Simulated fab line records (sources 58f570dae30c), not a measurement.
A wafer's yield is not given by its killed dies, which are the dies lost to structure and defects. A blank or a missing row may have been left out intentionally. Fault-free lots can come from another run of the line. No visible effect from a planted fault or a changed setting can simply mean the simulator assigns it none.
A single fault, viewed from 2 desks / flow berkeley-cmos170 / each desk has only its own numbers; what lay behind them comes last

THE METROLOGY DESK
Lot by lot, what the gauges showed, no matter which tool ran the lot: averages of those sampled wafers that carry a number. A lot is out of limits, marked OUT, if its mean lies more than 4 standard deviations from the usual mean; the brackets give that distance.
Columns: A = FIELD_OXIDE_LEFT_1_THK at UCB170_FIELD_THK_MEAS_90, usual 441 nm; B = cd-nm at UCB170_GATE_CD_MEAS_12, usual 349.8 nm; C = V1_POLISHED_THK at UCB170_V1_THK_MEAS_04, usual 1000.4 nm
lot=L966; first seen here=day 5 06:46; A=453; B=349.2; C=998.8
lot=L967; first seen here=day 6 00:28; A=431; B=350.8; C=1000.3
lot=L968; first seen here=day 6 00:28; A=440; B=349.7; C=1002.2
lot=L969; first seen here=day 6 00:28; A=428; B=349.5; C=999.8
lot=L971; first seen here=day 6 17:15; A=451; B=349.7; C=997.9
lot=L970; first seen here=day 6 17:16; A=442; B=349.4; C=1001.5
lot=L974; first seen here=day 7 08:48; A=429; B=348.7; C=1001.0
lot=L976; first seen here=day 8 00:08; A=431; B=350.5; C=1000.0
lot=L975; first seen here=day 8 00:10; A=452; B=349.6; C=1000.2
lot=L979; first seen here=day 8 14:14; A=445; B=349.4; C=1000.4
lot=L978; first seen here=day 8 14:16; A=445; B=349.9; C=1001.6
lot=L984; first seen here=day 10 00:19; A=448; B=349.0; C=1000.5
lot=L987; first seen here=day 10 07:10; A=441; B=354.0; C=999.9
This desk found nothing out of limits on any of the 13 lots.

THE TOOL OWNER'S DESK: litho-track-04
The tool's own readings at UCB170_GATE_DEVELOP_11 (develop time 45 s): means of the sampled wafers that have a number, for each lot that ran on this tool. A lot is out of limits, marked OUT, if its mean lies more than 4 standard deviations from the usual mean; the brackets give that distance.
Columns: A = resist-line-temp-C at UCB170_GATE_DEVELOP_11, usual 23.00 C
lot=L966; first seen here=day 6 21:00; A=23.03
lot=L969; first seen here=day 7 20:00; A=23.13
lot=L970; first seen here=day 8 16:00; A=23.00
lot=L971; first seen here=day 8 16:00; A=23.06
lot=L974; first seen here=day 9 09:00; A=22.96
lot=L975; first seen here=day 9 16:00; A=23.00
lot=L979; first seen here=day 10 03:00; A=22.91
lot=L987; first seen here=day 11 14:00; A=22.99
This desk found nothing out of limits on any of the 8 lots.

BROUGHT TOGETHER
Metrology desk: nothing out of limits seen.
The desk of the tool owner found nothing out of limits.

WHAT HAD BEEN PUT IN BY THE SIMULATOR
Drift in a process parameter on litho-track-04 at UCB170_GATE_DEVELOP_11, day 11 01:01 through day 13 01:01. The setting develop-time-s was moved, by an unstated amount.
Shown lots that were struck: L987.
